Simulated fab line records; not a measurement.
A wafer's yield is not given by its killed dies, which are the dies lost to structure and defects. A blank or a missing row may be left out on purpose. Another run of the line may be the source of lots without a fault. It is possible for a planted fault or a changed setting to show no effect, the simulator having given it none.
Problem report, 8D (eight disciplines) form, completed by code :: flow berkeley-cmos170 :: the parts of the form that need people (team, actions taken, sign-off) are left out

## 1. WHAT WENT WRONG
Wafers free of any fault read 509 (standard deviation 3.2) for PVT_TW at UCB170_PVT_TW_MEAS_09, against a mean of 614 on 6 wafers of 2 lots. That puts it +33 standard deviations away from the usual mean.
First observed at day 8 14:58: wafer L425.1, on film-metro-02. The record has a number at this step for 42 wafers belonging to 14 lots. The rule behind "out" and "out of limits": a value lying over 4 standard deviations away from the usual mean. Any other wafer with a number is counted as sound.

## 2. WHAT IT IS, AND WHAT IT ISN'T
question: which readings at this step
is: PVT_TW
is not: -

question: which lots
is: L425, L427
is not: L411, L412, L413, L414, L415, L416, L417, L418, L421, L422, L424, L432

question: which wafers of those lots
is: all that have a number
is not: -

question: read on which gauges
is: film-metro-02, film-metro-03
is not: film-metro-04

question: when
is: from day 8 14:58
is not: up to then (33 sound wafers); but 3 sound wafers of L432 came after

## 3. SUSPECTS, AND WHAT RULES EACH OUT
Counting: a tool at any process step up to the reading remains a suspect when it ran all the lots that are out and ran no sound lot after the first of those.
- the gauge at UCB170_PVT_TW_MEAS_09: ruled out. The wafers that are out were read on 2 gauges (film-metro-02, film-metro-03).
- implanter-01 at UCB170_PVT_IMPLANT_07: kept. It ran every lot that is out, first L425 (day 8 14:43), and no sound lot after that; its last sound lot up to then is L424 (day 8 14:26). Its own dose-ions-cm2, faraday-current-uA readings are out on those wafers.
The count leaves implanter-01 at UCB170_PVT_IMPLANT_07.

## 4. THE CAUSE (what the simulator had put in)
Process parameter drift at UCB170_PVT_IMPLANT_07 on implanter-01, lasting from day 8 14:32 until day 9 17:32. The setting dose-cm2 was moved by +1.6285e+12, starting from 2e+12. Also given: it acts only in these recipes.
After counting, this tool was the only one left.

## 5. SEQUENCE OF EFFECTS, ordered by route
One row per reading whose mean, taken over the struck wafers that have a number, lies over 3 standard deviations from the usual. Readings are gone through only where the record gives a usual standard deviation; hours: the median, over the lots, of the time from a lot's start at the first step in this table giving one to that lot's start at this step; sigmas: the change measured in usual standard deviations.
hours: 0
step: UCB170_PVT_IMPLANT_07
reading: dose-ions-cm2
usual: 1.9997e+12
on struck wafers: 3.6284e+12
change: +1.6287e+12
sigmas: +99 or more

hours: 0
step: UCB170_PVT_IMPLANT_07
reading: faraday-current-uA
usual: 6.34
on struck wafers: 11.31
change: +4.97
sigmas: +35

hours: 0
step: UCB170_PVT_TW_MEAS_09
reading: PVT_TW
usual: 509
on struck wafers: 614
change: +106
sigmas: +33
It contains these process steps:
- UCB170_PVT_IMPLANT_07
Later measuring or inspecting steps at which every struck wafer that the step has a row for has a number for every such reading, and none has moved that far: UCB170_PSD_CD_MEAS_06.

## 6. WHAT WOULD HAVE CAUGHT IT SOONER
Counted from the fault's start at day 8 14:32, it took 0 hours until the first out-of-limits reading at a measuring or inspecting step in this record, taken at day 8 14:58.
The tool's own readings at UCB170_PVT_IMPLANT_07 were out on every struck wafer that the step has a row for (dose-ions-cm2, faraday-current-uA): an alarm limit on them would have fired on the first of those.
Lots out: 2; of these, L427 started UCB170_PVT_IMPLANT_07 on implanter-01 after day 8 14:58. Holding the tool at that time would have saved it.
